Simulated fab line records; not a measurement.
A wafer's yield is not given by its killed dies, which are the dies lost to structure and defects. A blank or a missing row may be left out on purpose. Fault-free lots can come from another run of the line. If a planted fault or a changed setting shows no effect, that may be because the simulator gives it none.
Shared-tool check | flow ritCmos | Sampled: 14 lots, 42 wafers

WHAT PROMPTED THE OPENING
2 of 14 lots carry a flag on the reading GATE_OXIDE_THK at RIT_GATE_THK_MEAS_07. No-fault wafers: 3.00 nm, standard deviation 0.061.
Rule: a lot is flagged in two cases, either no wafer of it has a number, or all its wafers with numbers fall more than 4 standard deviations from that mean. The other lots count as sound.

lot  | measured    | on           | GATE_OXIDE_THK (nm), wafer by wafer | flag
L115 | day 2 10:20 | filmMetro-02 | 2.94 3.02 2.95                      | 
L117 | day 2 19:43 | filmMetro-03 | 3.04 3.01 3.09                      | 
L118 | day 3 01:02 | filmMetro-04 | 3.00 2.95 2.99                      | 
L119 | day 3 08:51 | filmMetro-03 | 2.98 2.98 3.02                      | 
L120 | day 3 12:13 | filmMetro-02 | 3.01 2.95 2.98                      | 
L121 | day 3 18:16 | filmMetro-03 | 2.96 2.99 3.00                      | 
L122 | day 3 21:08 | filmMetro-04 | 2.97 3.03 3.00                      | 
L123 | day 4 07:24 | filmMetro-03 | 3.04 3.00 3.06                      | 
L128 | day 5 02:12 | filmMetro-02 | 2.41 2.46 2.59                      | FLAGGED
L130 | day 5 15:36 | filmMetro-02 | 2.33 2.42 2.41                      | FLAGGED
L133 | day 6 04:49 | filmMetro-02 | 2.96 2.96 2.97                      | 
L134 | day 6 10:14 | filmMetro-04 | 2.87 2.96 2.87                      | 
L135 | day 6 13:23 | filmMetro-04 | 2.96 2.98 2.96                      | 
L136 | day 6 18:59 | filmMetro-02 | 3.10 3.07 3.14                      | 
On average the flagged lots' numbers are 2.44 nm, which is -0.56 nm against the usual, or -9 standard deviations.

WHICH TOOL RAN EACH LOT
The record keeps 1 process step preceding the reading, out of 202 steps on the route. In each cell: the tool, then ch and the chambers that the sampled wafers went through, then the start.
lot  | flag    | RIT_GATE_OXIDATION_05
L115 |         | furnace-03 ch 0, day 2 09:00
L117 |         | furnace-01 ch 0, day 2 18:22
L118 |         | furnace-04 ch 0, day 2 23:43
L119 |         | furnace-03 ch 0, day 3 05:57
L120 |         | furnace-01 ch 0, day 3 10:53
L121 |         | furnace-03 ch 0, day 3 15:44
L122 |         | furnace-01 ch 0, day 3 19:49
L123 |         | furnace-01 ch 0, day 4 06:04
L128 | FLAGGED | furnace-03 ch 0, day 5 00:53
L130 | FLAGGED | furnace-03 ch 0, day 5 13:17
L133 |         | furnace-04 ch 0, day 6 03:29
L134 |         | furnace-04 ch 0, day 6 08:55
L135 |         | furnace-04 ch 0, day 6 12:03
L136 |         | furnace-04 ch 0, day 6 17:01
What these steps do:
- RIT_GATE_OXIDATION_05: target thk 3 nm, ox time 270 s.
- RIT_GATE_THK_MEAS_07

FLAGGED AGAINST TOTAL, ONE TOOL AT A TIME (gauges that did the reading follow at the end)
step                  | tool         | lots run | flagged | share of the flagged lots | sound lots run after its first flagged lot
RIT_GATE_OXIDATION_05 | furnace-01   | 4        | 0       | none                      | -
RIT_GATE_OXIDATION_05 | furnace-03   | 5        | 2       | all                       | 0
RIT_GATE_OXIDATION_05 | furnace-04   | 5        | 0       | none                      | -
RIT_GATE_THK_MEAS_07  | filmMetro-02 | 6        | 2       | all                       | 2 (L133,L136)
RIT_GATE_THK_MEAS_07  | filmMetro-03 | 4        | 0       | none                      | -
RIT_GATE_THK_MEAS_07  | filmMetro-04 | 4        | 0       | none                      | -

THE TABLE: WHAT IT ALLOWS
2 rows of the table ran every flagged lot: furnace-03 at RIT_GATE_OXIDATION_05, filmMetro-02 at RIT_GATE_THK_MEAS_07.
- furnace-03 at RIT_GATE_OXIDATION_05 ran 5 lots, 2 of them flagged. It ran its last sound lot, L121, at day 3 15:44 and its first flagged lot, L128, at day 5 00:53: a fault with its onset between the two fits. Its own readings lie more than 4 standard deviations out on every wafer of the flagged lots: spikeTcCentreC, spikeTcLoadC, spikeTcSourceC.
- filmMetro-02 at RIT_GATE_THK_MEAS_07 ran 6 lots, 2 of them flagged. After the first flagged lot (L133, L136), sound lots still ran on it; a lasting fault on the whole tool would not permit that.
One tool is left: furnace-03 at RIT_GATE_OXIDATION_05.

WHAT THE SIMULATOR HAD PUT IN
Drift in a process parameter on furnace-03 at RIT_GATE_OXIDATION_05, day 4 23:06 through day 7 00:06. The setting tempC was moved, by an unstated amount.
Shown lots that were struck: L128, L130. The rule above found the same.
